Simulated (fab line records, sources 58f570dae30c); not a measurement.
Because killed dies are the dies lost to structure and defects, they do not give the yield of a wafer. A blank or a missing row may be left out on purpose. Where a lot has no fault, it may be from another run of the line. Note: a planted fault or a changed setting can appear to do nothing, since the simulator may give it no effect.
What tool caused it? | flow berkeley-cmos170 | 18 wafers from 6 lots sampled at 3 of the route's 331 steps

## WHAT EACH GAUGE READ, for each wafer
UCB170_M1_CD_MEAS_09 targets a cd of 700 nm.
lot  | measured     | on        | cd-nm (nm)
L105 | day 8 04:35  | cd-sem-01 | 700.6 699.9 699.8
L106 | day 9 11:28  | cd-sem-01 | 699.2 698.2 698.7
L113 | day 10 17:16 | cd-sem-02 | 708.4 707.4 707.6 708.1 707.7 707.9
L120 | day 11 12:59 | cd-sem-02 | 699.9 700.3 699.9
L122 | day 12 04:32 | cd-sem-02 | 700.7 698.3 699.9
L123 | day 13 00:05 | cd-sem-01 | 700.1 700.2 701.2

## TOOL THAT RAN EACH LOT (tool first, then ch and the chambers of the sampled wafers, then the start)
lot  | UCB170_SILICIDE_RTA_04           | UCB170_M1_PEB_07
L105 | rtp-anneal-01 ch 0, day 7 21:17  | litho-track-02 ch 0, day 8 04:19
L106 | rtp-anneal-02 ch 0, day 9 01:56  | litho-track-03 ch 0, day 9 11:07
L113 | rtp-anneal-01 ch 0, day 10 11:28 | litho-track-02 ch 0, day 10 16:59
L120 | rtp-anneal-01 ch 0, day 11 06:27 | litho-track-03 ch 0, day 11 12:43
L122 | rtp-anneal-01 ch 0, day 11 20:40 | litho-track-03 ch 0, day 12 04:16
L123 | rtp-anneal-01 ch 0, day 12 17:50 | litho-track-01 ch 0, day 12 23:49
- UCB170_SILICIDE_RTA_04: time 15 s.
- UCB170_M1_PEB_07

## THE ANSWER, worked out from the rows above alone
Rule: what is usual is taken from the lots themselves. Put in order of their means at a reading, lots are off if they are a third of the lots or fewer, leave a main group of 4 or more, and stand apart from it by a gap of 3 or more times the standard deviation of the main group's means; of several such gaps the widest counts. A main group whose means are all the same, to the digits that the tables above print for the reading, isn't used. A lot without any number at a reading at which 4 lots or more have one is off too. Where the step has rows for the other lots, those lots are counted as sound.
Off at UCB170_M1_CD_MEAS_09 (cd-nm): L113. For the main group the mean is 699.8 nm and the standard deviation 0.61.
A tool fits if, at a process step before that reading, it ran every lot that is off, and no sound lot after the first of them. Gauges at UCB170_M1_CD_MEAS_09: tried the same way as those tools. One fits: litho-track-02 at UCB170_M1_PEB_07. Its last sound lot is L105 (day 8 04:19), its first lot that is off L113 (day 10 16:59): a fault that began between those two fits.

## WHAT THE SIMULATOR HAD PUT IN
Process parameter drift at UCB170_M1_PEB_07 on litho-track-02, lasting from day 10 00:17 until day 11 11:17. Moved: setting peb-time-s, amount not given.
Shown lots that were struck: L113. The rule given above showed the same thing.
